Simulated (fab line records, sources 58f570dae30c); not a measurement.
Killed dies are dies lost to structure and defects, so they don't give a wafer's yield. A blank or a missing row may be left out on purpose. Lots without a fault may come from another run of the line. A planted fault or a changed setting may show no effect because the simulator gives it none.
Chamber matching | flow berkeley_cmos170 | UCB170_GATE_ETCH_14 on rie_diel-02: 4 sister chambers
The step etches BARC in N2/H2. 14 wafers are shown with their chamber, then 7 later ones without.

WAFERS WITH THEIR CHAMBER
wafer  | chamber | drypump_motor_current_A (A) | throttle_valve_pct (%) | oes_product_au (a.u.)
L254.1 | 1       | 5.0                         | 13.07                  | 0.979
L254.5 | 2       | 6.1                         | 13.34                  | 1.005
L254.6 | 3       | 5.8                         | 13.03                  | 0.996
L256.2 | 1       | 5.0                         | 13.10                  | 0.982
L256.5 | 1       | 5.0                         | 13.07                  | 0.969
L256.6 | 0       | 5.8                         | 13.30                  | 0.974
L260.3 | 3       | 5.8                         | 13.04                  | 0.989
L260.4 | 1       | 5.1                         | 13.05                  | 0.984
L260.6 | 1       | 5.0                         | 13.08                  | 0.986
L267.3 | 0       | 5.8                         | 13.30                  | 0.972
L267.5 | 0       | 5.8                         | 13.29                  | 0.971
L267.6 | 3       | 5.8                         | 13.04                  | 0.997
L272.2 | 2       | 6.1                         | 13.36                  | 1.004
L272.4 | 0       | 5.8                         | 13.30                  | 0.988

SIGNATURES (means of the wafers above)
reading                 | chamber 0 | chamber 1 | chamber 2 | chamber 3 | scatter within a chamber
drypump_motor_current_A | 5.800     | 5.020     | 6.100     | 5.800     | 0.0283
throttle_valve_pct      | 13.2975   | 13.0740   | 13.3500   | 13.0367   | 0.0129
oes_product_au          | 0.97625   | 0.98000   | 1.00450   | 0.99400   | 0.00637
Rule: a wafer's distance from a chamber is the root of the sum, over the readings, of the square of ((its reading less the chamber's mean) divided by the reading's scatter). The wafer belongs to the nearest chamber; if the next one is less than 2 further off, it can't be placed. The scatter: the root of (the sum of the squares of (reading less its chamber's mean) over the shown wafers, divided by (wafers less chambers)).

WAFERS WITHOUT THEIR CHAMBER
wafer  | drypump_motor_current_A (A) | throttle_valve_pct (%) | oes_product_au (a.u.)
L272.6 | 5.0                         | 13.07                  | 0.979
L273.1 | 6.1                         | 13.36                  | 0.989
L273.3 | 5.8                         | 13.03                  | 0.994
L273.6 | 5.8                         | 13.30                  | 0.980
L271.1 | 6.1                         | 13.35                  | 1.000
L271.2 | 5.8                         | 13.31                  | 0.981
L271.3 | 5.1                         | 13.08                  | 0.987

WHICH CHAMBER EACH WENT THROUGH
wafer  | from the rows above | in truth
L272.6 | 1                   | 1
L273.1 | 2                   | 2
L273.3 | 3                   | 3
L273.6 | 0                   | 0
L271.1 | 2                   | 2
L271.2 | 0                   | 0
L271.3 | 1                   | 1
Placed correctly: 7 of 7. Can't be placed from these rows: 0. Placed wrongly: 0.
